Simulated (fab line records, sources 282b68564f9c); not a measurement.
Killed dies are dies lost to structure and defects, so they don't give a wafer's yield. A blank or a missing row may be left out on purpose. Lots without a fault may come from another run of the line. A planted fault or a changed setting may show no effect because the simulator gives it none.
Which tool did it? | flow rit_cmos | 14 lots, 42 wafers sampled, at 4 steps of a route of 202

WHAT THE GAUGES READ, wafer by wafer
RIT_REOX_THK_MEAS_04.
lot  | measured    | on            | REOX_OXIDE_THK (nm)
L983 | day 2 23:24 | film_metro-01 | 24.5 24.3 24.6
L984 | day 3 02:41 | film_metro-02 | 24.2 24.5 24.6
L985 | day 3 07:07 | film_metro-01 | 24.8 24.7 25.1
L986 | day 3 12:36 | film_metro-01 | 24.9 25.0 24.8
L987 | day 3 18:00 | film_metro-03 | 25.2 25.3 25.0
L991 | day 4 13:34 | film_metro-02 | 24.8 25.0 24.7
L992 | day 4 18:20 | film_metro-01 | 25.5 24.9 25.1
L993 | day 5 00:08 | film_metro-01 | 25.0 25.3 25.3
L995 | day 5 09:40 | film_metro-01 | 25.8 25.9 25.7
L998 | day 6 00:41 | film_metro-01 | 33.0 32.9 32.7
L999 | day 6 06:16 | film_metro-01 | 32.1 32.2 32.0
L100 | day 6 11:45 | film_metro-03 | 24.9 24.5 24.4
L101 | day 6 15:44 | film_metro-02 | 25.5 25.0 25.5
L105 | day 7 10:39 | film_metro-03 | 25.3 25.3 24.9

RIT_SILICIDE_RS_MEAS_02: measures by four-point-probe.
lot  | measured    | on            | SILICIDE_TI_RS (ohm/sq)
L983 | day 3 09:30 | film_metro-01 | 49.4 49.8 49.5
L984 | day 3 12:05 | film_metro-03 | 50.6 50.2 50.4
L985 | day 3 17:16 | film_metro-01 | 48.7 48.7 48.4
L986 | day 3 23:29 | film_metro-03 | 50.1 49.4 50.0
L987 | day 4 03:34 | film_metro-01 | 50.6 49.9 50.0
L991 | day 4 23:40 | film_metro-01 | 50.3 50.5 50.8
L992 | day 5 04:08 | film_metro-01 | 49.3 50.6 49.8
L993 | day 5 10:09 | film_metro-01 | 49.6 48.9 49.3
L995 | day 5 19:38 | film_metro-03 | 50.2 50.5 50.1
L998 | day 6 10:29 | film_metro-01 | 49.8 50.0 49.9
L999 | day 6 15:59 | film_metro-04 | 50.2 49.6 50.4
L100 | day 6 21:23 | film_metro-01 | 48.2 48.8 48.8
L101 | day 7 01:25 | film_metro-04 | 48.9 48.8 48.8
L105 | day 7 20:22 | film_metro-01 | 49.0 49.1 48.8

WHICH TOOL RAN EACH LOT (tool, then ch and the chambers of the sampled wafers, then the start)
lot  | RIT_ACTIVE_ETCH_13                | RIT_REOX_OXIDATION_03
L983 | rie_diel-03 ch 2,3, day 1 22:37   | furnace-02 ch 0, day 2 20:50
L984 | rie_diel-01 ch 0,1,3, day 2 01:37 | furnace-04 ch 0, day 3 00:08
L985 | rie_diel-01 ch 0,2, day 2 05:50   | furnace-02 ch 0, day 3 04:34
L986 | rie_diel-03 ch 1,2, day 2 10:43   | furnace-02 ch 0, day 3 10:02
L987 | rie_diel-02 ch 0,1,3, day 2 15:50 | furnace-03 ch 0, day 3 15:27
L991 | rie_diel-02 ch 1,2,3, day 3 11:50 | furnace-03 ch 0, day 4 10:59
L992 | rie_diel-03 ch 0,2,3, day 3 16:43 | furnace-02 ch 0, day 4 15:47
L993 | rie_diel-03 ch 0,3, day 3 21:43   | furnace-03 ch 0, day 4 21:35
L995 | rie_diel-01 ch 0,1,2, day 4 07:50 | furnace-02 ch 0, day 5 07:05
L998 | rie_diel-02 ch 0,1, day 4 22:55   | furnace-02 ch 0, day 5 22:08
L999 | rie_diel-03 ch 0,1,3, day 5 03:43 | furnace-02 ch 0, day 6 03:42
L100 | rie_diel-01 ch 0,1, day 5 08:51   | furnace-04 ch 0, day 6 09:11
L101 | rie_diel-01 ch 0,1,2, day 5 13:43 | furnace-03 ch 0, day 6 13:11
L105 | rie_diel-01 ch 1,2, day 6 09:43   | furnace-04 ch 0, day 7 08:06
- RIT_ACTIVE_ETCH_13: etches Si3N4 in SF6, stops on SiO2, time 210 s, target depth 210 nm.
- RIT_REOX_OXIDATION_03: target thk 25.2 nm, ox time 5580 s.

WHAT THE TOOLS THEMSELVES READ (means of the sampled wafers that have a number; where no wafer has one, the mark that the record gives instead)
RIT_ACTIVE_ETCH_13.
lot  | tool        | drypump_motor_current_A (A) | oes_product_au (a.u.) | throttle_valve_pct (%)
L983 | rie_diel-03 | 5.4                         | 0.811                 | 7.58
L984 | rie_diel-01 | 5.7                         | 0.809                 | 7.49
L985 | rie_diel-01 | 6.1                         | 0.816                 | 7.44
L986 | rie_diel-03 | 5.4                         | 0.815                 | 7.52
L987 | rie_diel-02 | 5.7                         | 0.820                 | 7.52
L991 | rie_diel-02 | 5.9                         | 0.815                 | 7.50
L992 | rie_diel-03 | 5.6                         | 0.823                 | 7.56
L993 | rie_diel-03 | 5.9                         | 0.819                 | 7.53
L995 | rie_diel-01 | 5.9                         | 0.819                 | 7.45
L998 | rie_diel-02 | 5.5                         | 0.804                 | 7.56
L999 | rie_diel-03 | 5.7                         | 0.818                 | 7.50
L100 | rie_diel-01 | 5.9                         | 0.804                 | 7.45
L101 | rie_diel-01 | 5.8                         | 0.804                 | 7.45
L105 | rie_diel-01 | 5.6                         | 0.814                 | 7.47

RIT_REOX_OXIDATION_03.
lot  | tool       | spike_tc_load_C (C) | tube_center_temp_C_max
L983 | furnace-02 | 928.1               | 902.3
L984 | furnace-04 | 924.8               | 902.4
L985 | furnace-02 | 927.0               | 902.6
L986 | furnace-02 | 926.4               | 902.4
L987 | furnace-03 | 925.2               | 902.3
L991 | furnace-03 | 925.7               | 902.6
L992 | furnace-02 | 928.3               | 902.5
L993 | furnace-03 | 926.0               | 902.4
L995 | furnace-02 | 927.9               | 902.2
L998 | furnace-02 | 927.5               | 902.3
L999 | furnace-02 | 927.2               | 902.3
L100 | furnace-04 | 924.3               | 902.2
L101 | furnace-03 | 925.2               | 902.7
L105 | furnace-04 | 923.0               | 902.5

THE ANSWER, worked out from the rows above alone
Rule: what is usual is taken from the lots themselves. Put in order of their means at a reading, lots are off if they are a third of the lots or fewer, leave a main group of 4 or more, and stand apart from it by a gap of 3 or more times the standard deviation of the main group's means; of several such gaps the widest counts. A main group whose means are all the same, to the digits that the tables above print for the reading, isn't used. A lot without any number at a reading at which 4 lots or more have one is off too. The other lots that the step has rows for count as sound. The gauges are gone through in route order, then the tools' own readings, and for those a lot's mean is taken as printed above. The first step at which some lot is off is used, and at that step the reading that is off furthest; a lot without a number counts as furthest.
Off: L998, L999, at RIT_REOX_THK_MEAS_04 (REOX_OXIDE_THK). The main group: mean 25.0 nm, standard deviation 0.38.
A tool fits if, at a process step before that reading, it ran every lot that is off, and no sound lot after the first of them. The gauges at RIT_REOX_THK_MEAS_04 are tried like those tools. Can't be told from this: 2 tools fit, furnace-02 at RIT_REOX_OXIDATION_03, film_metro-01 at RIT_REOX_THK_MEAS_04.

WHAT THE SIMULATOR HAD PUT IN
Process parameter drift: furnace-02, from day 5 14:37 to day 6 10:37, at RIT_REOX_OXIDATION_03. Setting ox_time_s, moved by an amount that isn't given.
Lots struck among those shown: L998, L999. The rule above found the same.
